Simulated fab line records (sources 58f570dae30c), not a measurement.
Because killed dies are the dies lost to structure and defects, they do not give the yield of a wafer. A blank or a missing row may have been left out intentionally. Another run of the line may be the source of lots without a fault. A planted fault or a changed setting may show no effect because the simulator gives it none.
What tool caused it?    flow berkeley cmos170    13 lots, 39 wafers sampled, at 4 steps of a route of 331

WHAT THE GAUGES READ, wafer by wafer
UCB170_NWELL_THK_MEAS_05. Usual: for NWELL_NITRIDE_THK the level is 222.0 nm and the standard deviation is 2.1.
lot   measured     on             NWELL_NITRIDE_THK (nm)  flag
L953  day 2 12:08  film metro-02  223.6 224.3 224.1       
L955  day 2 17:57  film metro-03  222.6 220.8 223.4       
L954  day 2 17:58  film metro-01  222.5 222.1 224.7       
L956  day 3 03:01  film metro-02  220.8 221.2 221.1       
L959  day 3 09:31  film metro-01  220.8 221.1 222.9       
L961  day 4 00:38  film metro-03  224.3 224.0 224.9       
L960  day 4 00:39  film metro-01  221.3 221.3 221.9       
L962  day 4 09:37  film metro-02  220.9 219.4 221.7       
L969  day 5 15:40  film metro-03  221.2 221.6 222.0       
L972  day 6 09:42  film metro-02  221.3 220.3 222.7       
L973  day 6 19:18  film metro-02  217.9 217.2 217.7       
L976  day 7 10:05  film metro-02  223.9 225.4 226.3       
L975  day 7 10:06  film metro-03  223.0 221.8 221.1       

UCB170_M2_OVL_MEAS_16. Usual: for M2_OVL the level is 0 nm and the standard deviation is 4.
lot   measured      on          M2_OVL (nm)  flag
L953  day 8 09:42   overlay-01  6 9 4        
L955  day 9 00:19   overlay-02  -5 -6 -5     
L954  day 8 23:49   overlay-02  4 4 5        
L956  day 9 11:33   overlay-01  6 1 4        
L959  day 9 17:26   overlay-02  2 1 4        
L961  day 10 04:13  overlay-01  -3 -2 1      
L960  day 10 02:47  overlay-02  4 1 -3       
L962  day 10 17:53  overlay-02  -1 -5 -4     
L969  day 12 15:49  overlay-01  1 3 4        
L972  day 13 14:05  overlay-01  -3 -3 -1     
L973  day 13 15:06  overlay-02  -3 -6 -6     
L976  day 14 05:22  overlay-01  5 -5 4       
L975  day 14 06:45  overlay-02  2 2 5        

EACH LOT AND THE TOOL THAT RAN IT (in order: tool; ch and the chambers of the sampled wafers; start)
lot   UCB170_GATE_ETCH_14                 UCB170_M1_ETCH_11
L953  rie diel-03 ch 2,3, day 7 00:34     rie diel-01 ch 1,3, day 8 01:22
L955  rie diel-04 ch 1,3, day 7 12:22     rie diel-01 ch 1,2,3, day 8 16:29
L954  rie diel-03 ch 1,2,3, day 7 12:38   rie diel-02 ch 0,3, day 8 16:22
L956  rie diel-03 ch 0,1,3, day 8 03:23   rie diel-01 ch 1,2,3, day 9 05:07
L959  rie diel-04 ch 0,2,3, day 8 11:57   rie diel-01 ch 2,3, day 9 09:43
L961  rie diel-01 ch 0,1,2, day 8 22:22   rie diel-03 ch 1,2, day 9 20:37
L960  rie diel-03 ch 0,1,3, day 8 22:29   rie diel-02 ch 0,1, day 9 20:10
L962  rie diel-03 ch 1,2,3, day 9 09:46   rie diel-02 ch 1,2,3, day 10 11:46
L969  rie diel-01 ch 2,3, day 11 03:50    rie diel-01 ch 0,3, day 12 08:30
L972  rie diel-01 ch 0,2,3, day 11 20:52  rie diel-03 ch 1,2,3, day 13 06:07
L973  rie diel-04 ch 0,1,3, day 12 02:07  rie diel-01 ch 0,2,3, day 13 06:34
L976  rie diel-01 ch 1,3, day 12 20:15    rie diel-03 ch 0,3, day 13 23:12
L975  rie diel-04 ch 0,1,2, day 12 20:41  rie diel-02 ch 0,3, day 13 23:33
- UCB170_GATE_ETCH_14: etches BARC in N2/H2.
- UCB170_M1_ETCH_11: etches BARC in N2/H2.

WHAT THE TOOLS THEMSELVES READ (means of the sampled wafers that have a number; where no wafer has one, the mark that the record gives instead)
UCB170_GATE_ETCH_14. Usual: bias w 100.0 W, standard deviation 0.33; drypump motor current A 6.0 A, standard deviation 0.31; oes product au 0.998 a.u., standard deviation 0.017; throttle valve pct 13.28 %, standard deviation 0.18.
lot   tool         bias w (W)  drypump motor current A (A)  oes product au (a.u.)  throttle valve pct (%)  flag
L953  rie diel-03  99.4        5.9                          1.006                  13.32                   
L955  rie diel-04  100.0       5.9                          1.004                  13.43                   
L954  rie diel-03  100.1       6.1                          0.995                  13.24                   
L956  rie diel-03  100.1       6.2                          1.006                  13.29                   
L959  rie diel-04  100.1       6.1                          0.993                  13.32                   
L961  rie diel-01  100.0       5.8                          0.987                  13.32                   
L960  rie diel-03  99.9        6.2                          1.003                  13.30                   
L962  rie diel-03  100.3       6.2                          0.994                  13.23                   
L969  rie diel-01  100.0       5.8                          1.019                  13.31                   
L972  rie diel-01  100.4       5.9                          1.006                  13.22                   
L973  rie diel-04  100.2       6.0                          1.005                  13.23                   
L976  rie diel-01  100.2       5.6                          1.012                  13.51                   
L975  rie diel-04  100.1       6.0                          1.006                  13.13                   

UCB170_M1_ETCH_11. Usual: bias w 100.0 W, standard deviation 0.32; drypump motor current A 6.0 A, standard deviation 0.39; oes product au 0.999 a.u., standard deviation 0.015; throttle valve pct 13.31 %, standard deviation 0.15.
lot   tool         bias w (W)  drypump motor current A (A)  oes product au (a.u.)  throttle valve pct (%)  flag
L953  rie diel-01  99.9        5.6                          0.995                  13.49                   
L955  rie diel-01  100.1       5.8                          1.007                  13.41                   
L954  rie diel-02  100.2       6.2                          0.993                  13.42                   
L956  rie diel-01  100.2       5.8                          0.999                  13.40                   
L959  rie diel-01  99.8        5.8                          1.018                  13.30                   
L961  rie diel-03  96.4        6.4                          0.976                  13.16                   OFF
L960  rie diel-02  99.8        5.7                          1.014                  13.39                   
L962  rie diel-02  99.7        5.8                          1.003                  13.36                   
L969  rie diel-01  99.8        5.8                          0.991                  13.13                   
L972  rie diel-03  100.0       6.2                          0.995                  13.23                   
L973  rie diel-01  99.8        5.8                          1.010                  13.23                   
L976  rie diel-03  99.8        5.9                          1.008                  13.42                   
L975  rie diel-02  99.7        6.4                          0.990                  13.44                   

THE ANSWER, worked out from the rows above alone
Rule: take the mean of a lot's wafers that have a number; if it is more than 3 standard deviations from the usual mean, the lot is off. A lot without any number at a reading at which 4 lots or more have one is off too. All remaining lots with rows at the step are treated as sound. After the gauges, taken in route order, come the tools' own readings; for these a lot's mean is taken, as printed above. At the first step where some lot is off, the reading lying furthest off is the one used; lots without a number count as furthest.
Off, at UCB170_M1_ETCH_11 on bias w: L961.
If a tool, at that step or one of the process steps before it, ran each lot that is off and ran no sound lot following the first of them, it fits. Of those tried, none fits.

WHAT WAS PUT IN BY THE SIMULATOR
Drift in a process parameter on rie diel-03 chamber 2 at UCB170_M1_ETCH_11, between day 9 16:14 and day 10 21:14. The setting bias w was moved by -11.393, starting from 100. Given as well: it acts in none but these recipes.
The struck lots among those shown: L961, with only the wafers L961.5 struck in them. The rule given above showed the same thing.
